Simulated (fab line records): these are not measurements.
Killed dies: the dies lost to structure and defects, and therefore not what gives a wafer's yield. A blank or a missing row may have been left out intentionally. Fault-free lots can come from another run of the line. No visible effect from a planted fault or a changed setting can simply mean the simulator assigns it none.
Lot-split experiment	flow berkeleyCmos170	5 lots, 23 wafers read, on a route of 331 steps

ABOUT THE SPLIT
At UCB170_NSD_COAT_01 (resist thk 900 nm), the setting resistThkNm was moved away from the recipe's 900 nm on 4 of the 23 wafers read, by -3.8% to +2.6%. All remaining wafers had this setting at the recipe value.

The reading is taken at the split's own step.

THE READING
KrF_of_NSD_COAT_01.thkNm (the simulator's own value, which no gauge read), in nm, at UCB170_NSD_COAT_01 (resist thk 900 nm). No usual value for it is given in the file. Here, 19 wafers ran the recipe; their average is 899.2 nm with a standard deviation of 2.7 nm.

wafer	tool, chamber at the split	resistThkNm as run, nm	against the recipe	KrF_of_NSD_COAT_01.thkNm, nm	against lot-mates on the recipe
L078.1	lithoTrack-03, 0	923	+2.6%	922.1	+20.5
L078.2	lithoTrack-03, 0	900	recipe	902.2	-
L078.3	lithoTrack-03, 0	900	recipe	902.4	-
L078.5	lithoTrack-03, 0	923	+2.6%	923.2	+21.6
L078.6	lithoTrack-03, 0	900	recipe	900.2	-
L075.1	lithoTrack-04, 0	865.9	-3.8%	864.1	-32.0
L075.2	lithoTrack-04, 0	900	recipe	898	-
L075.4	lithoTrack-04, 0	900	recipe	895.6	-
L075.5	lithoTrack-04, 0	900	recipe	894.8	-
L075.6	lithoTrack-04, 0	865.9	-3.8%	861.1	-35.0
L081.1	lithoTrack-04, 0	900	recipe	900.3	-
L081.2	lithoTrack-04, 0	900	recipe	901.7	-
L081.3	lithoTrack-04, 0	900	recipe	900.8	-
L081.4	lithoTrack-04, 0	900	recipe	902.4	-
L081.5	lithoTrack-04, 0	900	recipe	902.2	-
L080.1	lithoTrack-01, 0	900	recipe	902.7	-
L080.3	lithoTrack-01, 0	900	recipe	899.2	-
L080.6	lithoTrack-01, 0	900	recipe	899.6	-
L083.1	lithoTrack-04, 0	900	recipe	898	-
L083.2	lithoTrack-04, 0	900	recipe	898.2	-
L083.3	lithoTrack-04, 0	900	recipe	895.3	-
L083.4	lithoTrack-04, 0	900	recipe	895.9	-
L083.5	lithoTrack-04, 0	900	recipe	895.1	-

THE FIT
A straight line over all 23 wafers: KrF_of_NSD_COAT_01.thkNm changes by +9.5 nm for each +1% of resistThkNm; r = +0.98; the points scatter about the line by 2.7 nm.
The same after taking each lot's own level away (the mean of its wafers on the recipe; 23 wafers): +8.65 nm for each +1%; r = +0.99; scatter 1.3 nm.
The reading moves by 33 nm for the largest change in resistThkNm, on that fit.
Across the lots, their own levels run from 896.13 to 901.60 nm, a range of 2.0 times the standard deviation given above.
So the lot-to-lot level changes the slope little: the two slopes agree.
Check: for one of the wafers moved furthest among these (-3.8%), held out of the fit, the line's prediction against its lot-mates is -33.5 nm. Against them it came out at -32 nm.

THE WHOLE CHAIN: every reading that the file lists as answering this split, in the file's order
step	what it does	reading	change (the file's fit)	r (the file's)
UCB170_NSD_COAT_01	resist thk 900 nm	KrF_of_NSD_COAT_01.thkNm (the simulator's own value, which no gauge read)	+8.67 nm for each +1% of the setting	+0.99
UCB170_NSD_STRIP_09	strips in O2	stripTimeToEndpointS	withheld for each +1% of the setting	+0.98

FILE'S OWN FIT
KrF_of_NSD_COAT_01.thkNm changes by +8.67 nm for each +1% of resistThkNm, r = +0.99.
